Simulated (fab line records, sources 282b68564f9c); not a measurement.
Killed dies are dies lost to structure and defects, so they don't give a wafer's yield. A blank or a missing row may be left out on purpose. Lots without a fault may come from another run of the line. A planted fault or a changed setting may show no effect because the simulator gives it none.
fab line records | flow rit_cmos
record lots=6 wafers=18 last_day=6
route steps=202 shown CONTACT@178 M1@184
lots that met no fault: from a run of the same line without faults
start_h: hours from the record's first day to the start of the lot's first wafer shown | wait_h: hours since the lot's step before | " the same as in the row above | L1.1+2: a row that stands for several wafers | - no value, or no start given | * or withheld: withheld | < > ~ a bound
route shown NAME@n: a module of which the file shows steps, and the number in the route of the first | usual: mean/standard deviation of fault-free wafers | same: alike in all rows | chamber/n: place in a boat | sites: the reading at each site | _std_site: their standard deviation | _edge_site: outer sites' mean less inner sites' | radius_mm: how far each site lies from the wafer's centre | mask NAME#n: copy n | behind: the tool/chamber that last shaped the wafer | hold: why the lot was held/for how many hours/how that ended | device: the transistor (n, p or np) that didn't switch | end of line: the same wafers' tests at the end of the route | a step without rows: its recipe alone | killed: dies lost to structure and defects at the first sort, not the wafer's yield | map: a wafer's dies, x killed, . not, _ none there
set.NAME: the setting as run; set.NAME@STEP: as run at that earlier step | model.NAME: the simulator's own value behind a step, which no gauge read
lots at some steps of the route; a table a step, a row a wafer
services: from which hour (start_h, from the record's first day; less than 0 if before it) a tool's chamber was out of use, for how many hours, and why
## steps
# step RIT_CONTACT_HARDBAKE_10
# recipe resist=NOVOLAK temp_c=140 time_s=60
# step RIT_CONTACT_ETCH_11
# recipe target_depth_a=4800 over_etch_frac=0.2 stop_on=TiSi2 chemistry=CHF3/CF4/Ar target=SiO2 CHF3_flow_sccm=50 cf4_flow_sccm=10 Ar_flow_sccm=100 O2_flow_sccm=5 pressure_mtorr=100 rf_w=200 time_s=320
# usual drypump_motor_current_A=5.8/0.43 oes_product_au=1.001/0.012 throttle_valve_pct=8.82/0.12
# columns lot.wafer tool chamber start_h wait_h drypump_motor_current_A oes_product_au rf_hours_counter_h throttle_valve_pct
L750.3 rie_diel-04 3 57.38 0.1 5.6 1.000 8 8.68
L750.4 " 1 " " 6.1 1.018 112 9.00
L750.6 " 1 " " 6.1 1.012 - 9.00
L754.4 rie_diel-04 0 81.87 0.1 5.1 1.010 143 8.83
L754.5 " 0 " " 5.1 1.001 - 8.82
L754.6 " 3 " " 5.5 0.998 - 8.69
L760.1 rie_diel-01 2 107.56 0.1 6.0 0.980 96 8.90
L760.5 " 3 " " 5.6 0.992 - 8.86
L760.6 " 0 " " 6.7 1.020 - 8.82
L761.2 rie_diel-04 1 113.62 0.1 6.1 1.013 113 9.00
L761.3 " 2 " " 6.0 1.005 132 8.97
L761.5 " 0 " " 5.1 1.000 - 8.83
L766.2 rie_diel-04 1 141.25 0.1 6.0 1.012 113 9.00
L766.4 " 3 " " 5.5 1.001 9 8.67
L766.6 " 2 " " 6.0 1.002 - 8.98
L768.3 rie_diel-01 2 149.65 0.1 6.0 0.982 97 8.90
L768.4 " 3 " " 5.6 0.994 150 8.85
L768.5 " 0 " " 6.8 1.018 - 8.80
# step RIT_CONTACT_STRIP_12
# recipe chemistry=O2 time_s=180 resist=NOVOLAK platen_temp_c=withheld power_w=500 pressure_mtorr=4000 o2_flow_sccm=4000
# usual drypump_motor_current_A=5.94/0.28
# columns lot.wafer tool chamber start_h wait_h drypump_motor_current_A rf_hours_counter_h
L750.3 plasma_asher-01 1 57.63 0.2 5.69 -
L750.4 " 0 " " 6.31 -
L750.6 " 1 " " 5.73 -
L754.4 plasma_asher-01 1 82.12 0.2 5.72 -
L754.5 " 1 " " 5.72 -
L754.6 " 0 " " 6.30 -
L760.1 plasma_asher-03 1 107.75 0.1 5.97 45
L760.5 " 0 " " 5.62 -
L760.6 " 1 " " 6.06 -
L761.2 plasma_asher-04 0 113.81 0.1 6.36 34
L761.3 " 0 " " 6.37 -
L761.5 " 1 " " 5.86 -
L766.2 plasma_asher-03 0 141.44 0.1 5.60 49
L766.4 " 0 " " 5.60 -
L766.6 " 1 " " 6.02 -
L768.3 plasma_asher-04 0 149.90 0.2 6.35 -
L768.4 " 1 " " 5.85 -
L768.5 " 1 " " 5.86 -
# step RIT_CONTACT_CD_MEAS_90
# recipe target_cd_nm=1000
# usual cd_nm=1000.4/2.2
# columns lot.wafer tool chamber start_h wait_h cd_nm
L750.3 cd_sem-02 - 57.79 0.1 1000.0
L750.4 " - " " 1001.2
L750.6 " - " " 999.6
L754.4 cd_sem-01 - 82.30 0.1 997.9
L754.5 " - " " 999.1
L754.6 " - " " 999.5
L760.1 cd_sem-01 - 107.93 0.1 999.4
L760.5 " - " " 997.9
L760.6 " - " " 998.9
L761.2 cd_sem-01 - 114.01 0.1 996.4
L761.3 " - " " 994.2
L761.5 " - " " 996.1
L766.2 cd_sem-02 - 141.64 0.1 998.9
L766.4 " - " " 998.4
L766.6 " - " " 999.3
L768.3 cd_sem-01 - 150.06 0.1 998.7
L768.4 " - " " 998.0
L768.5 " - " " 998.7
# step RIT_CONTACT_CLEAN_13
# recipe chemistry=SC1 mix=3:3:50 time_s=600 temp_c=75
# step RIT_CONTACT_CLEAN_14
# recipe chemistry=SC2 mix=3:3:50 time_s=600 temp_c=75 dry=n2_spin
# step RIT_M1_SPUTTER_00
# recipe material=Al target_thk_nm=400 power_w=2000 chamber_pressure_pa=0.4 gas=Ar time_s=500 substrate_temp_c=25
# usual cathode_dc_power_W=2000.0/0.33 throttle_valve_pct=29.7/1.1
# columns lot.wafer tool chamber start_h wait_h cathode_dc_power_W throttle_valve_pct
L750.3 pvd_sputter-01 - 58.22 0.0 1999.8 30.8
L750.4 " - " " 2000.0 28.9
L750.6 " - " " 2000.2 28.3
L754.4 pvd_sputter-01 - 82.86 0.1 2000.0 28.7
L754.5 " - " " 2000.1 29.3
L754.6 " - " " 1999.5 30.5
L760.1 pvd_sputter-04 - 108.41 0.0 2000.1 30.4
L760.5 " - " " 2000.2 28.6
L760.6 " - " " 2000.1 30.1
L761.2 pvd_sputter-01 - 114.49 0.0 2000.1 28.7
L761.3 " - " " 1999.8 30.5
L761.5 " - " " 2000.9 29.1
L766.2 pvd_sputter-04 - 142.11 0.0 2000.1 29.3
L766.4 " - " " 2000.0 31.9
L766.6 " - " " 2000.6 29.6
L768.3 pvd_sputter-04 - 150.50 0.0 1999.9 31.9
L768.4 " - " " 1999.1 30.5
L768.5 " - " " 1999.7 28.8
# step RIT_M1_RS_MEAS_01
# recipe thk_meas_gauge=four-point-probe reads=Al_of_M1_SPUTTER_00
# usual M1_AL_RS=0.0736/0.00089
# columns lot.wafer tool chamber start_h wait_h M1_AL_RS[ohm/sq]
L750.3 film_metro-01 - 58.55 0.2 0.0743
L750.4 " - " " 0.0738
L750.6 " - " " 0.0742
L754.4 film_metro-03 - 83.06 0.1 0.0738
L754.5 " - " " 0.0743
L754.6 " - " " 0.0740
L760.1 film_metro-02 - 108.71 0.1 0.0735
L760.5 " - " " 0.0729
L760.6 " - " " 0.0733
L761.2 film_metro-03 - 114.80 0.2 0.0731
L761.3 " - " " 0.0742
L761.5 " - " " 0.0734
L766.2 film_metro-02 - 142.42 0.2 0.0721
L766.4 " - " " 0.0736
L766.6 " - " " 0.0727
L768.3 film_metro-03 - 150.84 0.2 0.0744
L768.4 " - " " 0.0730
L768.5 " - " " 0.0729
# step RIT_M1_THK_MEAS_02
# recipe thk_meas_gauge=xrf reads=Al_of_M1_SPUTTER_00
# usual M1_AL_THK=393/5.1
# columns lot.wafer tool chamber start_h wait_h M1_AL_THK[nm]
L750.3 film_metro-01 - 58.65 0.1 392
L750.4 " - " " 396
L750.6 " - " " 394
L754.4 film_metro-03 - 83.15 0.1 393
L754.5 " - " " 393
L754.6 " - " " 391
L760.1 film_metro-02 - 108.83 0.1 395
L760.5 " - " " 394
L760.6 " - " " 393
L761.2 film_metro-03 - 114.91 0.1 396
L761.3 " - " " 390
L761.5 " - " " 394
L766.2 film_metro-02 - 142.53 0.1 397
L766.4 " - " " 393
L766.6 " - " " 397
L768.3 film_metro-03 - 150.94 0.1 387
L768.4 " - " " 398
L768.5 " - " " 397
# step RIT_M1_HMDS_03
# recipe prime_time_s=60 prime_temp_c=140
# step RIT_M1_COAT_04
# recipe resist=NOVOLAK spin_rpm=2000 resist_thk_nm=1300
# step RIT_M1_SOFTBAKE_05
# recipe resist=NOVOLAK temp_c=90 time_s=60
# step RIT_M1_EXPOSE_06
# recipe mask_id=M12 na=0.6 source_shape=conventional sigma_outer=0.5 target_cd_nm=2600 dose_mj=250
# usual exposure_dose_mJ_cm2=251.42/0.24
# columns lot.wafer tool chamber start_h wait_h mask exposure_dose_mJ_cm2
L750.3 iline_stepper-02 0 59.30 0.2 M12#0 251.07
L750.4 " 0 " " M12#0 251.48
L750.6 " 0 " " M12#0 251.19
L754.4 iline_stepper-01 0 83.69 0.1 M12#0 251.42
L754.5 " 0 " " M12#0 251.15
L754.6 " 0 " " M12#0 250.85
L760.1 iline_stepper-02 0 109.56 0.3 M12#0 242.87
L760.5 " 0 " " M12#0 243.26
L760.6 " 0 " " M12#0 242.82
L761.2 iline_stepper-02 0 115.43 0.1 M12#0 244.79
L761.3 " 0 " " M12#0 245.09
L761.5 " 0 " " M12#0 245.13
L766.2 iline_stepper-01 0 143.17 0.2 M12#0 251.15
L766.4 " 0 " " M12#0 251.21
L766.6 " 0 " " M12#0 251.28
L768.3 iline_stepper-01 0 151.47 0.1 M12#0 251.48
L768.4 " 0 " " M12#0 251.70
L768.5 " 0 " " M12#0 251.50
# step RIT_M1_PEB_07
# recipe resist=NOVOLAK temp_c=withheld time_s=withheld
# step RIT_M1_DEVELOP_08
# recipe resist=NOVOLAK develop_time_s=68 dev_temp_c=23.58
# step RIT_M1_CD_MEAS_09
# recipe target_cd_nm=2600
# usual cd_nm=2600.4/2.4
# columns lot.wafer tool chamber start_h wait_h cd_nm
L750.3 cd_sem-02 - 59.86 - 2596.2
L750.4 " - " " 2598.9
L750.6 " - " " 2598.9
L754.4 cd_sem-02 - 84.12 - 2597.5
L754.5 " - " " 2597.9
L754.6 " - " " 2600.0
L760.1 cd_sem-02 - 109.99 - 2611.2
L760.5 " - " " 2611.4
L760.6 " - " " 2610.6
L761.2 cd_sem-02 - 115.86 - 2603.5
L761.3 " - " " 2604.3
L761.5 " - " " 2605.5
L766.2 cd_sem-02 - 143.60 - 2599.1
L766.4 " - " " 2601.7
L766.6 " - " " 2599.1
L768.3 cd_sem-02 - 151.90 - 2603.6
L768.4 " - " " 2599.3
L768.5 " - " " 2602.4
# step RIT_M1_OVL_MEAS_10
# usual M1_OVL=-0.6/1.2
# columns lot.wafer tool chamber start_h wait_h M1_OVL[nm]
L750.3 overlay-02 - 59.95 0.1 -3.0
L750.4 " - " " -3.5
L750.6 " - " " -0.7
L754.4 overlay-01 - 84.20 0.1 0.5
L754.5 " - " " 1.9
L754.6 " - " " 3.0
L760.1 overlay-01 - 110.11 0.1 -0.4
L760.5 " - " " 1.1
L760.6 " - " " -0.3
L761.2 overlay-01 - 115.97 0.1 -0.7
L761.3 " - " " -2.0
L761.5 " - " " -0.1
L766.2 overlay-01 - 143.71 0.1 0.2
L766.4 " - " " 0.2
L766.6 " - " " -0.1
L768.3 overlay-01 - 151.99 0.1 -0.5
L768.4 " - " " -1.8
L768.5 " - " " -1.3
# step RIT_M1_PROBE_99
# usual defect_limited_yield=97.3/1.2 killed_at_contacts=0.1/0.31 killed_at_front_end=7/3.3 killed_dies=7/3.3 killed_on_rim=1.9/1.5 killed_open=3.4/2.2 killed_short=3.5/2 sort_bin_3_pad_short=0.1/0.2 sort_bin_5_function=1.5/0.88 sort_bin_6_memory=1.0/0.69 sort_n_pass=257/3.3 sort_yield_pct=97.3/1.2
# same gross_dies=264 killed_at_M0_to_M3=0 killed_at_M4_up=0 killed_at_back_side=0 killed_at_other=0
# columns lot.wafer tool chamber start_h wait_h defect_limited_yield[%] killed_at_contacts killed_at_front_end killed_dies killed_on_rim killed_open killed_short sort_bin_3_pad_short[%] sort_bin_5_function[%] sort_bin_6_memory[%] sort_n_pass sort_yield_pct[%]
L750.3 prober-01 - 62.74 0.2 97.7 0 6 6 2 3 3 0 1.9 0.4 258 97.7
L750.4 prober-01 - 62.79 0.2 97.7 0 6 6 3 3 3 0 1.1 1.1 258 97.7
L750.6 prober-01 - 62.89 0.2 94.7 0 14 14 3 11 3 0 3.0 2.3 250 94.7
L754.4 prober-02 - 86.89 0.2 97.0 0 8 8 2 0 8 0.4 2.3 0.4 256 97.0
L754.5 prober-02 - 86.94 0.2 96.2 1 9 10 7 5 5 0.4 1.5 1.9 254 96.2
L754.6 prober-02 - 86.99 0.2 98.5 0 4 4 2 3 1 0 0.8 0.8 260 98.5
L760.1 prober-02 - 112.68 0.1 97.0 0 8 8 3 4 4 0.4 1.5 1.1 256 97.0
L760.5 prober-02 - 112.88 0.2 98.1 0 5 5 1 3 2 0 0.8 1.1 259 98.1
L760.6 prober-02 - 112.93 0.2 96.6 0 9 9 3 3 6 0 2.3 1.1 255 96.6
L761.2 prober-01 - 118.72 0.1 95.5 0 12 12 4 7 4 0 3.0 1.5 252 95.5
L761.3 prober-01 - 118.77 0.2 97.7 0 6 6 1 5 1 0 1.9 0.4 258 97.7
L761.5 prober-01 - 118.87 0.2 98.1 0 5 5 1 2 3 0 1.1 0.8 259 98.1
L766.2 prober-02 - 148.39 0.1 97.7 0 6 6 1 3 3 0 1.5 0.8 258 97.7
L766.4 prober-02 - 148.49 0.2 98.1 0 5 5 1 0 5 0 1.9 0 259 98.1
L766.6 prober-02 - 148.59 0.2 97.0 0 8 8 2 4 4 0 2.7 0.4 256 97.0
L768.3 prober-02 - 155.74 0.2 98.5 0 4 4 0 2 2 0.4 1.1 0 260 98.5
L768.4 prober-02 - 155.79 0.2 98.1 0 5 5 2 1 4 0 1.1 0.8 259 98.1
L768.5 prober-02 - 155.84 0.2 95.8 2 9 11 1 5 6 0.4 2.7 1.1 253 95.8
# killed by level:class
L750.3 SILICIDE:geometric_particle:open=2 REOX:geometric_particle:short=1 SPACER:geometric_particle:open=1 SPACER:geometric_particle:short=1 SILICIDE:geometric_particle:short=1
L750.4 FOX1:geometric_particle:open=1 FOX1:geometric_particle:short=1 FOX2:geometric_particle:short=1 FOX2:geometric_particle:open=1 GATE:geometric_particle:open=1 SPACER:geometric_particle:short=1
L750.6 GATE:geometric_particle:open=6 FOX1:geometric_particle:open=3 FOX2:geometric_particle:short=1 GATE:geometric_particle:short=1 REOX:geometric_particle:open=1 SILICIDE:geometric_particle:short=1 SILICIDE:geometric_particle:open=1
L754.4 GATE:geometric_particle:short=3 FOX1:geometric_particle:short=2 FOX2:geometric_particle:short=2 REOX:geometric_particle:short=1
L754.5 GATE:geometric_particle:short=2 GATE:geometric_particle:open=2 SPACER:geometric_particle:open=2 FOX2:geometric_particle:short=1 REOX:geometric_particle:open=1 SPACER:geometric_particle:short=1 CONTACT:geometric_particle:short=1
L754.6 GATE:geometric_particle:open=2 FOX2:geometric_particle:open=1 REOX:geometric_particle:short=1
L760.1 GATE:geometric_particle:short=2 GATE:geometric_particle:open=2 FOX1:geometric_particle:open=1 FOX1:geometric_particle:short=1 SPACER:geometric_particle:short=1 SILICIDE:geometric_particle:open=1
L760.5 GATE:geometric_particle:open=2 GATE:geometric_particle:short=1 REOX:geometric_particle:open=1 REOX:geometric_particle:short=1
L760.6 SILICIDE:geometric_particle:short=3 GATE:geometric_particle:open=2 REOX:geometric_particle:short=2 FOX1:geometric_particle:short=1 REOX:geometric_particle:open=1
L761.2 GATE:geometric_particle:open=2 SILICIDE:geometric_particle:open=2 FOX1:geometric_particle:short=1 FOX2:geometric_particle:open=1 FOX2:geometric_particle:short=1 GATE:geometric_particle:short=1 REOX:geometric_particle:open=1 SPACER:geometric_particle:open=1
L761.3 GATE:geometric_particle:open=3 ACTIVE:geometric_particle:open=1 SILICIDE:geometric_particle:short=1 SILICIDE:geometric_particle:open=1
L761.5 FOX1:geometric_particle:open=1 FOX1:geometric_particle:short=1 FOX2:geometric_particle:open=1 GATE:geometric_particle:short=1 SPACER:geometric_particle:short=1
L766.2 GATE:geometric_particle:short=2 FOX1:geometric_particle:open=1 GATE:geometric_particle:open=1 REOX:geometric_particle:short=1 SILICIDE:geometric_particle:open=1
L766.4 FOX1:geometric_particle:short=2 GATE:geometric_particle:short=2 REOX:geometric_particle:short=1
L766.6 REOX:geometric_particle:short=3 GATE:geometric_particle:open=2 GATE:geometric_particle:short=1 REOX:geometric_particle:open=1 SILICIDE:geometric_particle:open=1
L768.3 GATE:geometric_particle:open=1 REOX:geometric_particle:short=1 SILICIDE:geometric_particle:short=1 SILICIDE:geometric_particle:open=1
L768.4 SILICIDE:geometric_particle:short=2 GATE:geometric_particle:short=1 REOX:geometric_particle:open=1 SPACER:geometric_particle:short=1
L768.5 GATE:geometric_particle:open=4 REOX:geometric_particle:short=3 FOX1:geometric_particle:short=1 GATE:geometric_particle:short=1 CONTACT:geometric_particle:open=1 CONTACT:geometric_particle:short=1
## services
# columns tool chamber start_h hours kind
plasma_asher-03 - 37.01 14.6 pm
iline_stepper-02 0 43.28 - calibration
pvd_sputter-04 - 44.47 1.4 repair
plasma_asher-01 - 46.03 5.1 repair
rie_diel-01 0 53.63 - clean
rie_diel-01 0 53.63 18.6 scheduled_down
rie_diel-01 0 53.63 18.6 vent_cycle
rie_diel-04 - 59.02 0.9 repair
pvd_sputter-04 - 80.48 7.6 repair
rie_diel-01 0 89.70 8.6 repair
iline_stepper-01 0 90.43 - calibration
rie_diel-04 0 93.81 9.9 repair
rie_diel-04 1 96.48 6.6 repair
plasma_asher-01 - 105.73 12.0 repair
rie_diel-04 - 107.45 0.5 repair
plasma_asher-01 - 117.71 9.0 pm
plasma_asher-01 0 117.71 9.0 vent_cycle
plasma_asher-01 1 117.71 9.0 vent_cycle
plasma_asher-01 0 126.71 - clean
plasma_asher-01 1 126.71 - clean
rie_diel-01 1 130.41 - clean
pvd_sputter-01 - 131.63 0.6 repair
iline_stepper-01 - 137.73 4.6 repair
pvd_sputter-04 - 146.64 2.8 repair
## key
first_sign step=RIT_M1_EXPOSE_06 reading=exposure_dose_mJ_cm2 direction=down sigmas=30 usual=251.42 struck=243.99
effect step=RIT_M1_CD_MEAS_09 reading=cd_nm direction=up sigmas=3.1 usual=2600.4 struck=2607.8 through=control_loop
met_at RIT_M1_EXPOSE_06
struck_wafers L760.1,L760.5,L760.6,L761.2,L761.3,L761.5
loop_trim step=RIT_M1_EXPOSE_06 setting=dose lots=L761
onset_between 59.30 109.56
fault kind=process_parameter_drift tool=iline_stepper-02 chamber=- onset_h=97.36 steps=RIT_M1_EXPOSE_06 channel=dose_mj offset=-8.3743 shape=step acts_in=these_recipes_only stated=250
# loop_trim: a control loop set the setting to another value than it would have without faults
